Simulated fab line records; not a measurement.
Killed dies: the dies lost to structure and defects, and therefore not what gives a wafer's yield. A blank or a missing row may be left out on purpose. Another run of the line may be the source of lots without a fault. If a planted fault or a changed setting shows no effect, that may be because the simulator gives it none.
The same fault as seen by 2 desks	flow rit_cmos	each desk has only its own numbers; what lay behind them comes last

AT THE TOOL OWNER'S DESK: litho_track-01
The tool's own readings at RIT_GATE_COAT_11 (resist thk 850 nm): means of the sampled wafers that have a number, for each lot that ran on this tool. If a lot's mean is further than 4 standard deviations from the usual mean, the lot is out of limits and carries the mark OUT (the distance appears in the brackets).
Columns: A = spin_speed_rpm at RIT_GATE_COAT_11, usual 4250 rpm
lot	first seen here	A
L650	day 2 17:12	4251
L656	day 3 19:34	4249
L660	day 4 18:08	4251
L663	day 5 06:14	4137 (-35) OUT
L667	day 6 01:02	4136 (-36) OUT
This desk finds L663, L667 out of limits, L663 being first, at day 5 06:14 (spin_speed_rpm at RIT_GATE_COAT_11). Within limits: L650, L656, L660.

FROM THE METROLOGY DESK
Lot by lot, what the gauges showed, no matter which tool ran the lot: averages of those sampled wafers that carry a number. If a lot's mean is further than 4 standard deviations from the usual mean, the lot is out of limits and carries the mark OUT (the distance appears in the brackets).
Columns: A = INCOMING_BOW at RIT_ACTIVE_BOW_MEAS_00, usual 1 um
lot	first seen here	A
L650	day 1 10:02	-2
L651	day 1 15:01	-4
L652	day 1 20:00	-2
L653	day 2 01:01	3
L654	day 2 06:02	0
L655	day 2 11:00	1
L656	day 2 16:01	1
L659	day 3 07:01	-4
L660	day 3 12:00	-1
L663	day 4 03:00	7
L667	day 4 23:00	-1
L669	day 5 09:01	1
L670	day 5 14:00	4
L671	day 5 19:00	2
This desk found nothing out of limits on any of the 14 lots.

TAKEN TOGETHER
An alarm could have come from the tool owner's desk at day 5 06:14, on L663, L667.
Nothing out of limits was seen by the metrology desk.
The metrology desk holds a record of L663, L667, inside its limits.
RIT_GATE_COAT_11 was run on litho_track-01 by each of the lots named.

WHAT THE SIMULATOR PUT IN
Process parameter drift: litho_track-01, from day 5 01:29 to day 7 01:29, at RIT_GATE_COAT_11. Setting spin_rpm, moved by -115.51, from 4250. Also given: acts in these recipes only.
Struck lots among those shown: L663, L667.
Each desk's first reading out of limits, in hours after the fault started: the tool owner's desk, 5.
